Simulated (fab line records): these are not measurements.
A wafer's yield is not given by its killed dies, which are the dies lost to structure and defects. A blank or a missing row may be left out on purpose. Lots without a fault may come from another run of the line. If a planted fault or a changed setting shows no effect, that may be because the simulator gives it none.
What tool caused it? ; flow rit cmos ; 15 lots (45 wafers sampled), 1 step of a 202-step route

## WHAT THE GAUGES READ, wafer by wafer
RIT_ACTIVE_BOW_MEAS_00. Usual: INCOMING_BOW 0 um, standard deviation 7.1.
lot;measured;on;INCOMING_BOW (um);flag
L109;day 1 10:00;film metro-03;11 -6 -24;
L110;day 1 15:00;film metro-03;-13 6 -4;
L111;day 1 20:01;film metro-02;-4 -2 1;
L112;day 2 01:04;film metro-02;-3 6 -1;
L113;day 2 06:02;film metro-01;8 8 9;
L114;day 2 11:00;film metro-02;-10 -8 1;
L115;day 2 16:01;film metro-03;-1 -5 6;
L116;day 2 21:02;film metro-02;-2 9 -9;
L123;day 4 08:00;film metro-01;-16 6 -9;
L124;day 4 13:00;film metro-02;9 5 -4;
L125;day 4 18:01;film metro-03;4 10 1;
L126;day 4 23:00;film metro-03;3 -8 -4;
L127;day 5 04:00;film metro-02;-3 8 -11;
L130;day 5 19:00;film metro-01;0 -5 7;
L132;day 6 05:01;film metro-01;-9 4 9;

## WHAT TOOL EACH LOT RAN ON (gives the tool, then ch and the chambers of the sampled wafers, and finally the start)
Before these readings, the record contains no process step.

## WHAT THE TOOLS THEMSELVES READ (means of the sampled wafers that have a number; where no wafer has one, the mark that the record gives instead)
The record holds no such reading with a usual standard deviation.

## THE ANSWER, worked out from the rows above alone
Rule: a lot counts as off when the mean over its wafers that have a number is more than 3 standard deviations away from the usual mean. A lot without any number at a reading at which 4 lots or more have one is off too. The other lots that the step has rows for count as sound. Order of review: gauges by route order, followed by the tools' own readings, for which a lot's mean as printed above is used. At the first step where some lot is off, the reading lying furthest off is the one used; lots without a number count as furthest.
No lot is off at any reading shown: from this, nothing can be told.

## WHAT HAD BEEN PUT IN BY THE SIMULATOR
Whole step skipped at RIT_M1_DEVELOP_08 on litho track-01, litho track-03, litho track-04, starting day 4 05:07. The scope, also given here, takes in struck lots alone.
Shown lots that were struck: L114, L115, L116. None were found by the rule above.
